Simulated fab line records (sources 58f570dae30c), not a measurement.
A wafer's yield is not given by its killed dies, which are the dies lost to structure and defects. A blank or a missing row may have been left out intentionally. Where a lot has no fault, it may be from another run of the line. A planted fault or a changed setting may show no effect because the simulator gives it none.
Which tool was responsible? + flow berkeley cmos170 + 14 lots (42 wafers sampled), 1 step of a 331-step route

== WHAT EACH GAUGE READ, for each wafer ==
No reading from a measuring or inspecting step in the record can be judged against a usual standard deviation.

== EACH LOT AND THE TOOL THAT RAN IT (in order: tool; ch and the chambers of the sampled wafers; start) ==
| lot  | UCB170_NWELL_HMDS_06             |
|------|----------------------------------|
| L614 | litho track-03 ch 0, day 2 15:37 |
| L615 | litho track-03 ch 0, day 2 16:01 |
| L616 | litho track-03 ch 0, day 2 18:40 |
| L617 | litho track-01 ch 0, day 2 23:34 |
| L619 | litho track-03 ch 0, day 3 12:52 |
| L622 | litho track-01 ch 0, day 4 07:04 |
| L624 | litho track-04 ch 0, day 4 17:34 |
| L626 | litho track-01 ch 0, day 4 22:15 |
| L629 | litho track-04 ch 0, day 5 10:38 |
| L632 | litho track-03 ch 0, day 6 00:38 |
| L633 | litho track-03 ch 0, day 6 09:25 |
| L634 | litho track-04 ch 0, day 6 09:32 |
| L635 | litho track-03 ch 0, day 6 21:34 |
| L637 | litho track-03 ch 0, day 7 08:14 |
- UCB170_NWELL_HMDS_06: prime time 60 s.

== WHAT THE TOOLS THEMSELVES READ (means of the sampled wafers that have a number; where no wafer has one, the mark that the record gives instead) ==
UCB170_NWELL_HMDS_06. Usual: prime temp c 100.01 C, standard deviation 0.14.
| lot  | tool           | prime temp c (C) | flag |
|------|----------------|------------------|------|
| L614 | litho track-03 | 100.00           |      |
| L615 | litho track-03 | 99.92            |      |
| L616 | litho track-03 | 99.78            |      |
| L617 | litho track-01 | 100.15           |      |
| L619 | litho track-03 | 99.96            |      |
| L622 | litho track-01 | 96.67            | OFF  |
| L624 | litho track-04 | 100.00           |      |
| L626 | litho track-01 | 96.71            | OFF  |
| L629 | litho track-04 | 99.86            |      |
| L632 | litho track-03 | 100.05           |      |
| L633 | litho track-03 | 100.05           |      |
| L634 | litho track-04 | 100.21           |      |
| L635 | litho track-03 | 99.94            |      |
| L637 | litho track-03 | 100.14           |      |

== THE ANSWER, worked out from the rows above alone ==
Rule: take the mean of a lot's wafers that have a number; if it is more than 3 standard deviations from the usual mean, the lot is off. A lot without any number at a reading at which 4 lots or more have one is off too. Where the step has rows for the other lots, those lots are counted as sound. Order of review: gauges by route order, followed by the tools' own readings, for which a lot's mean as printed above is used. The first step at which some lot is off is used, and at that step the reading that is off furthest; a lot without a number counts as furthest.
Off, at UCB170_NWELL_HMDS_06 on prime temp c: L622, L626.
If a tool, at that step or one of the process steps before it, ran each lot that is off and ran no sound lot following the first of them, it fits. One candidate fits, namely litho track-01 at UCB170_NWELL_HMDS_06. A fault onset in the window from L617 (day 2 23:34, its last sound lot) to L622 (day 4 07:04, its first lot off) fits.
The tool's own readings at UCB170_NWELL_HMDS_06 bear it out: on the lots that are off they differ by more than 5 times the standard deviation of the sound lots' means. prime temp c reads 96.69 C there against 100.00 C on the sound lots.

== WHAT THE SIMULATOR PUT IN ==
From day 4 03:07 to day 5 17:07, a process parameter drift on litho track-01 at UCB170_NWELL_HMDS_06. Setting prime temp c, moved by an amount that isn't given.
Struck lots among those shown: L622, L626. This agrees with what the rule above found.
